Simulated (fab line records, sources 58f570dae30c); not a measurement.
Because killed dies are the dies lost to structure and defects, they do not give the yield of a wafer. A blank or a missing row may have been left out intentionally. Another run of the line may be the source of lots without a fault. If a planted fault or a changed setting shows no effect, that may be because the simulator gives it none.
A struck lot beside a sound one || flow berkeley cmos170 || 15 steps out of a route of 331
Sound: the wafers L343.1, L343.3, L343.5. Wafers L336.2, L336.4, L336.6 were the ones struck. The cause is given at the end.
Order at every step that has rows: each side's tool, ch and its chambers, its first start. Under that, the readings that differ: sound wafers || struck wafers || difference of the means || sigmas: that difference in standard deviations of wafers without a fault.
alike: words and numbers the same on both sides, and readings whose means are apart by under 2 such deviations; not compared: readings that were withheld, readings missing a value for some wafer, numbers with overlapping values and no deviation given by the record, and bounds like >300 which may hide the same value.
Wherever a step has rows on one side only, a row that says differs or no value, or a row with sigmas, the two part there. When numbers do not overlap yet have no deviation, they are printed without sigmas and do not part them. A reading missing from all wafers of one side parts the sides only when that side holds two or more wafers.

UCB170_PLDD_CD_MEAS_06 targets a cd of 1200 nm.
  sound on cd sem-02 at day 9 13:22; struck on cd sem-02 at day 8 10:10
  alike: cd nm
UCB170_PLDD_OVL_MEAS_07:
  sound on overlay-01 at day 9 13:29; struck on overlay-02 at day 8 10:16
{"reading": "PLDD_OVL (nm)", "sound": "5 2 7", "struck": "-8 -8 -5", "difference": -12, "sigmas": -2}
then, 2 steps without rows for these wafers: UCB170_PLDD_IMPLANT_08; UCB170_PLDD_IMPLANT_09.
UCB170_PLDD_STRIP_10: strips in O2.
  sound on plasma asher-04 ch 0,1, day 9 13:49; struck on plasma asher-02 ch 0,1, day 8 10:35
  alike: drypump motor current A, oes product au, strip time to endpoint s
  not compared: rf hours counter h
UCB170_PLDD_TW_MEAS_11:
  sound on film metro-01 at day 9 13:55; struck on film metro-02 at day 8 10:42
  alike: PLDD_TW
then, 6 steps without rows for these wafers: UCB170_PLDD_CLEAN_12 (cleans in SPM, time 600 s); UCB170_NLDD_HMDS_00 (prime time 60 s); UCB170_NLDD_COAT_01 (resist thk 900 nm); UCB170_NLDD_SOFTBAKE_02 (time 60 s); UCB170_NLDD_EXPOSE_03 (exposes mask NSELECT, target cd 1200 nm); UCB170_NLDD_PEB_04.
UCB170_NLDD_DEVELOP_05: develop time 45 s.
  sound on litho track-04 ch 0, day 9 15:00; struck on litho track-03 ch 0, day 8 12:00
{"reading": "developer temp C (C)", "sound": "21.20 20.97 21.20", "struck": "20.20 20.25 20.12", "difference": -0.93, "sigmas": -9}
UCB170_NLDD_CD_MEAS_06 targets a cd of 1200 nm.
  sound on cd sem-01 at day 9 15:13; struck on cd sem-01 at day 8 12:35
  alike: cd nm
after that, 1 step had no rows for these wafers: UCB170_M3_PROBE_99.

## WHERE THEY PART
At UCB170_PLDD_OVL_MEAS_07 first; at UCB170_NLDD_DEVELOP_05 last (within this record only). Later steps at which nothing parts them and some readings are alike: UCB170_NLDD_CD_MEAS_06.

WHY: what the simulator had put in
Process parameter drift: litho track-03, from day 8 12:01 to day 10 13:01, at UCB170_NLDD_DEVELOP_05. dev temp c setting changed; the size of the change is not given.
